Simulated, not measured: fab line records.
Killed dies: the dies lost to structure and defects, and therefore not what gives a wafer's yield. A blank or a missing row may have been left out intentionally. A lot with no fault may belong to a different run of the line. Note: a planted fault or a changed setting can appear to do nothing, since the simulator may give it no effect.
The tool behind it: which one? || flow rit-cmos || 42 wafers from 14 lots sampled at 3 of the route's 202 steps

## WHAT EACH GAUGE READ, for each wafer
RIT_SILICIDE_RS_MEAS_02: the measuring method here is four-point-probe. Usual: for SILICIDE_TI_RS the level is 47.7 ohm/sq and the standard deviation is 0.62.
{"lot": "L700", "measured": "day 3 10:33", "on": "film-metro-02", "SILICIDE_TI_RS (ohm/sq)": "48.4 48.2 48.3", "flag": ""}
{"lot": "L701", "measured": "day 3 16:44", "on": "film-metro-03", "SILICIDE_TI_RS (ohm/sq)": "47.8 47.4 48.2", "flag": ""}
{"lot": "L703", "measured": "day 4 04:04", "on": "film-metro-04", "SILICIDE_TI_RS (ohm/sq)": "46.9 46.4 46.2", "flag": ""}
{"lot": "L706", "measured": "day 4 22:05", "on": "film-metro-04", "SILICIDE_TI_RS (ohm/sq)": "48.5 47.9 48.8", "flag": ""}
{"lot": "L707", "measured": "day 5 02:01", "on": "film-metro-02", "SILICIDE_TI_RS (ohm/sq)": "47.6 47.6 47.6", "flag": ""}
{"lot": "L708", "measured": "day 5 03:37", "on": "film-metro-03", "SILICIDE_TI_RS (ohm/sq)": "48.7 48.6 48.6", "flag": ""}
{"lot": "L710", "measured": "day 5 15:13", "on": "film-metro-04", "SILICIDE_TI_RS (ohm/sq)": "46.7 46.8 47.0", "flag": ""}
{"lot": "L716", "measured": "day 6 15:31", "on": "film-metro-04", "SILICIDE_TI_RS (ohm/sq)": "47.3 47.3 47.4", "flag": ""}
{"lot": "L718", "measured": "day 7 05:54", "on": "film-metro-04", "SILICIDE_TI_RS (ohm/sq)": "47.5 47.2 47.7", "flag": ""}
{"lot": "L719", "measured": "day 7 07:16", "on": "film-metro-04", "SILICIDE_TI_RS (ohm/sq)": "47.8 47.7 48.1", "flag": ""}
{"lot": "L720", "measured": "day 7 09:19", "on": "film-metro-04", "SILICIDE_TI_RS (ohm/sq)": "47.0 46.8 46.6", "flag": ""}
{"lot": "L721", "measured": "day 7 13:55", "on": "film-metro-03", "SILICIDE_TI_RS (ohm/sq)": "47.7 47.3 47.1", "flag": ""}
{"lot": "L722", "measured": "day 7 22:56", "on": "film-metro-02", "SILICIDE_TI_RS (ohm/sq)": "47.5 48.1 47.4", "flag": ""}
{"lot": "L723", "measured": "day 8 04:43", "on": "film-metro-04", "SILICIDE_TI_RS (ohm/sq)": "48.0 48.1 48.3", "flag": ""}

## WHICH TOOL RAN EACH LOT (tool, then ch and the chambers of the sampled wafers, then the start)
{"lot": "L700", "RIT_FOX1_OXIDATION_00": "furnace-03 ch 0, day 1 15:56", "RIT_SILICIDE_SPUTTER_01": "pvd-sputter-01, day 3 10:24"}
{"lot": "L701", "RIT_FOX1_OXIDATION_00": "furnace-04 ch 0, day 1 23:15", "RIT_SILICIDE_SPUTTER_01": "pvd-sputter-04, day 3 16:34"}
{"lot": "L703", "RIT_FOX1_OXIDATION_00": "furnace-03 ch 0, day 2 10:04", "RIT_SILICIDE_SPUTTER_01": "pvd-sputter-04, day 4 03:52"}
{"lot": "L706", "RIT_FOX1_OXIDATION_00": "furnace-03 ch 0, day 3 02:56", "RIT_SILICIDE_SPUTTER_01": "pvd-sputter-03, day 4 21:55"}
{"lot": "L707", "RIT_FOX1_OXIDATION_00": "furnace-01 ch 0, day 3 09:03", "RIT_SILICIDE_SPUTTER_01": "pvd-sputter-04, day 5 01:52"}
{"lot": "L708", "RIT_FOX1_OXIDATION_00": "furnace-03 ch 0, day 3 09:34", "RIT_SILICIDE_SPUTTER_01": "pvd-sputter-03, day 5 03:27"}
{"lot": "L710", "RIT_FOX1_OXIDATION_00": "furnace-04 ch 0, day 3 23:02", "RIT_SILICIDE_SPUTTER_01": "pvd-sputter-01, day 5 15:02"}
{"lot": "L716", "RIT_FOX1_OXIDATION_00": "furnace-04 ch 0, day 5 01:18", "RIT_SILICIDE_SPUTTER_01": "pvd-sputter-01, day 6 15:18"}
{"lot": "L718", "RIT_FOX1_OXIDATION_00": "furnace-04 ch 0, day 5 11:35", "RIT_SILICIDE_SPUTTER_01": "pvd-sputter-04, day 7 05:44"}
{"lot": "L719", "RIT_FOX1_OXIDATION_00": "furnace-03 ch 0, day 5 15:13", "RIT_SILICIDE_SPUTTER_01": "pvd-sputter-03, day 7 07:07"}
{"lot": "L720", "RIT_FOX1_OXIDATION_00": "furnace-01 ch 0, day 5 20:43", "RIT_SILICIDE_SPUTTER_01": "pvd-sputter-01, day 7 09:07"}
{"lot": "L721", "RIT_FOX1_OXIDATION_00": "furnace-01 ch 0, day 6 01:56", "RIT_SILICIDE_SPUTTER_01": "pvd-sputter-04, day 7 13:44"}
{"lot": "L722", "RIT_FOX1_OXIDATION_00": "furnace-03 ch 0, day 6 07:32", "RIT_SILICIDE_SPUTTER_01": "pvd-sputter-03, day 7 22:47"}
{"lot": "L723", "RIT_FOX1_OXIDATION_00": "furnace-03 ch 0, day 6 14:13", "RIT_SILICIDE_SPUTTER_01": "pvd-sputter-04, day 8 04:32"}
- RIT_FOX1_OXIDATION_00: target thk 350.7 nm, ox time 1130 s.
- RIT_SILICIDE_SPUTTER_01: material Ti, target thk 30 nm, time 240 s.

## AS READ BY THE TOOLS THEMSELVES (means over the sampled wafers that have a number; for cases with no such wafer, the mark the record gives instead)
RIT_FOX1_OXIDATION_00. Usual: ox-temp-c-max 1105.1, standard deviation 1.4; zone-power-source-pct 45 %, standard deviation 4.
{"lot": "L700", "tool": "furnace-03", "ox-temp-c-max": 1106.2, "zone-power-source-pct (%)": 41, "flag": ""}
{"lot": "L701", "tool": "furnace-04", "ox-temp-c-max": 1104.1, "zone-power-source-pct (%)": 50, "flag": ""}
{"lot": "L703", "tool": "furnace-03", "ox-temp-c-max": 1105.9, "zone-power-source-pct (%)": 41, "flag": ""}
{"lot": "L706", "tool": "furnace-03", "ox-temp-c-max": 1105.6, "zone-power-source-pct (%)": 42, "flag": ""}
{"lot": "L707", "tool": "furnace-01", "ox-temp-c-max": 1106.1, "zone-power-source-pct (%)": 44, "flag": ""}
{"lot": "L708", "tool": "furnace-03", "ox-temp-c-max": 1105.4, "zone-power-source-pct (%)": 41, "flag": ""}
{"lot": "L710", "tool": "furnace-04", "ox-temp-c-max": 1103.5, "zone-power-source-pct (%)": 51, "flag": ""}
{"lot": "L716", "tool": "furnace-04", "ox-temp-c-max": 1104.2, "zone-power-source-pct (%)": 50, "flag": ""}
{"lot": "L718", "tool": "furnace-04", "ox-temp-c-max": 1104.5, "zone-power-source-pct (%)": 50, "flag": ""}
{"lot": "L719", "tool": "furnace-03", "ox-temp-c-max": 1106.5, "zone-power-source-pct (%)": 41, "flag": ""}
{"lot": "L720", "tool": "furnace-01", "ox-temp-c-max": 1106.8, "zone-power-source-pct (%)": 44, "flag": ""}
{"lot": "L721", "tool": "furnace-01", "ox-temp-c-max": 1105.5, "zone-power-source-pct (%)": 44, "flag": ""}
{"lot": "L722", "tool": "furnace-03", "ox-temp-c-max": 1105.4, "zone-power-source-pct (%)": 41, "flag": ""}
{"lot": "L723", "tool": "furnace-03", "ox-temp-c-max": 1106.8, "zone-power-source-pct (%)": 41, "flag": ""}

RIT_SILICIDE_SPUTTER_01. Usual: throttle-valve-pct reads 29.6 % (standard deviation 0.98).
{"lot": "L700", "tool": "pvd-sputter-01", "throttle-valve-pct (%)": 29.9, "flag": ""}
{"lot": "L701", "tool": "pvd-sputter-04", "throttle-valve-pct (%)": 29.5, "flag": ""}
{"lot": "L703", "tool": "pvd-sputter-04", "throttle-valve-pct (%)": 28.6, "flag": ""}
{"lot": "L706", "tool": "pvd-sputter-03", "throttle-valve-pct (%)": 30.8, "flag": ""}
{"lot": "L707", "tool": "pvd-sputter-04", "throttle-valve-pct (%)": 28.6, "flag": ""}
{"lot": "L708", "tool": "pvd-sputter-03", "throttle-valve-pct (%)": 29.9, "flag": ""}
{"lot": "L710", "tool": "pvd-sputter-01", "throttle-valve-pct (%)": 30.0, "flag": ""}
{"lot": "L716", "tool": "pvd-sputter-01", "throttle-valve-pct (%)": 30.0, "flag": ""}
{"lot": "L718", "tool": "pvd-sputter-04", "throttle-valve-pct (%)": 28.7, "flag": ""}
{"lot": "L719", "tool": "pvd-sputter-03", "throttle-valve-pct (%)": 29.8, "flag": ""}
{"lot": "L720", "tool": "pvd-sputter-01", "throttle-valve-pct (%)": 29.8, "flag": ""}
{"lot": "L721", "tool": "pvd-sputter-04", "throttle-valve-pct (%)": 28.7, "flag": ""}
{"lot": "L722", "tool": "pvd-sputter-03", "throttle-valve-pct (%)": 30.2, "flag": ""}
{"lot": "L723", "tool": "pvd-sputter-04", "throttle-valve-pct (%)": 28.5, "flag": ""}

## THE ANSWER, worked out from the rows above alone
Rule: take the mean of a lot's wafers that have a number; if it is more than 3 standard deviations from the usual mean, the lot is off. Also off: a lot with no number at a reading for which 4 or more lots have one. Where the step has rows for the other lots, those lots are counted as sound. After the gauges, taken in route order, come the tools' own readings; for these a lot's mean is taken, as printed above. At the first step where some lot is off, the reading lying furthest off is the one used; lots without a number count as furthest.
Across all readings shown, no lot is off: no conclusion can be drawn from this.

## WHAT THE SIMULATOR HAD INSERTED
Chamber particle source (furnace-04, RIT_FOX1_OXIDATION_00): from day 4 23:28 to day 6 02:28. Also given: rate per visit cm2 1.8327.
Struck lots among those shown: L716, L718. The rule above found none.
